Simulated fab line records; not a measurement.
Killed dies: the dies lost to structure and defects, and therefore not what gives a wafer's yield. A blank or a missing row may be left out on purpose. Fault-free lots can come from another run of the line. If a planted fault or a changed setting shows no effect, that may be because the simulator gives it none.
The tool behind it: which one? ; flow rit_cmos ; 14 lots with 42 wafers sampled at 2 steps, on a route of 202 steps

WHAT THE GAUGES READ, wafer by wafer
No reading from a measuring or inspecting step in the record can be judged against a usual standard deviation.

TOOL THAT RAN EACH LOT (tool first, then ch and the chambers of the sampled wafers, then the start)
lot;RIT_PRETRO_SOFTBAKE_02;RIT_M1_PROBE_99
L214;litho_track-02 ch 0, day 2 10:05;-
L215;litho_track-03 ch 0, day 2 15:34;-
L216;litho_track-03 ch 0, day 2 20:20;prober-01, day 4 06:00
L217;litho_track-02 ch 0, day 3 01:25;-
L218;litho_track-04 ch 0, day 3 07:11;-
L219;litho_track-02 ch 0, day 3 12:55;-
L220;litho_track-02 ch 0, day 3 21:20;-
L223;litho_track-03 ch 0, day 4 12:02;-
L225;litho_track-02 ch 0, day 4 20:03;-
L229;litho_track-04 ch 0, day 5 14:04;prober-01, day 6 21:17
L230;litho_track-03 ch 0, day 5 20:05;prober-02, day 7 02:04
L233;litho_track-04 ch 0, day 6 08:10;-
L236;litho_track-03 ch 0, day 7 00:14;prober-02, day 8 12:38
L237;litho_track-03 ch 0, day 7 05:14;-
- RIT_PRETRO_SOFTBAKE_02: time 60 s.
- RIT_M1_PROBE_99

AS READ BY THE TOOLS THEMSELVES (means over the sampled wafers that have a number; for cases with no such wafer, the mark the record gives instead)
RIT_PRETRO_SOFTBAKE_02.
lot;tool;chill_plate_temp_C (C);heater_power_total_W (W);plate_temp_C (C)
L214;litho_track-02;22.85;34.56;90.09
L215;litho_track-03;23.00;34.55;89.94
L216;litho_track-03;22.99;34.55;90.04
L217;litho_track-02;23.02;34.57;89.99
L218;litho_track-04;22.97;34.61;89.94
L219;litho_track-02;23.05;34.58;90.03
L220;litho_track-02;22.93;34.93;90.66
L223;litho_track-03;22.88;34.55;89.91
L225;litho_track-02;22.99;34.87;90.67
L229;litho_track-04;23.08;34.55;90.00
L230;litho_track-03;23.20;34.58;89.98
L233;litho_track-04;22.91;34.60;90.07
L236;litho_track-03;22.99;34.52;89.93
L237;litho_track-03;22.89;34.63;90.06

RIT_M1_PROBE_99.
lot;tool;killed_at_M0_to_M3;killed_at_contacts;killed_at_front_end;killed_dies;killed_open;killed_short
L216;prober-01;0.0;0.0;8.3;8.3;4.0;4.3
L229;prober-01;0.0;0.3;4.7;5.0;3.0;2.0
L230;prober-02;0.0;0.0;8.0;8.0;3.3;4.7
L236;prober-02;0.0;0.0;9.3;9.3;4.3;5.0

THE ANSWER, worked out from the rows above alone
Rule: what is usual is taken from the lots themselves. The widest of any qualifying gaps counts: lots, ordered by their means at a reading, are off when they make up no more than a third of the lots, leave a main group of 4 or more, and stand apart from it by 3 or more times the standard deviation of that group's means. Not used: any main group whose means are identical at the precision the tables above print for the reading. Also off: a lot with no number at a reading for which 4 or more lots have one. Where the step has rows for the other lots, those lots are counted as sound. After the gauges, taken in route order, come the tools' own readings; for these a lot's mean is taken, as printed above. The first step at which some lot is off is used, and at that step the reading that is off furthest; a lot without a number counts as furthest.
Off: L220, L225 (RIT_PRETRO_SOFTBAKE_02, plate_temp_C). Mean 90.00 C and standard deviation 0.058 in the main group.
A tool fits if, at that step or a process step before it, it ran every lot that is off, and no sound lot after the first of them. One fits: litho_track-02 at RIT_PRETRO_SOFTBAKE_02. Its last sound lot is L219 (day 3 12:55), its first lot that is off L220 (day 3 21:20): a fault that began between those two fits.
The tool's own readings at RIT_PRETRO_SOFTBAKE_02 bear it out: on the lots that are off they differ by more than 5 times the standard deviation of the sound lots' means. heater_power_total_W reads 34.90 W there against 34.57 W on the sound lots; plate_temp_C reads 90.66 C there against 90.00 C on the sound lots.

WHAT THE SIMULATOR HAD PUT IN
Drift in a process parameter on litho_track-02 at RIT_PRETRO_SOFTBAKE_02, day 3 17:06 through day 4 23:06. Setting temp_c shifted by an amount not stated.
Struck lots among those shown: L220, L225. The rule given above showed the same thing.
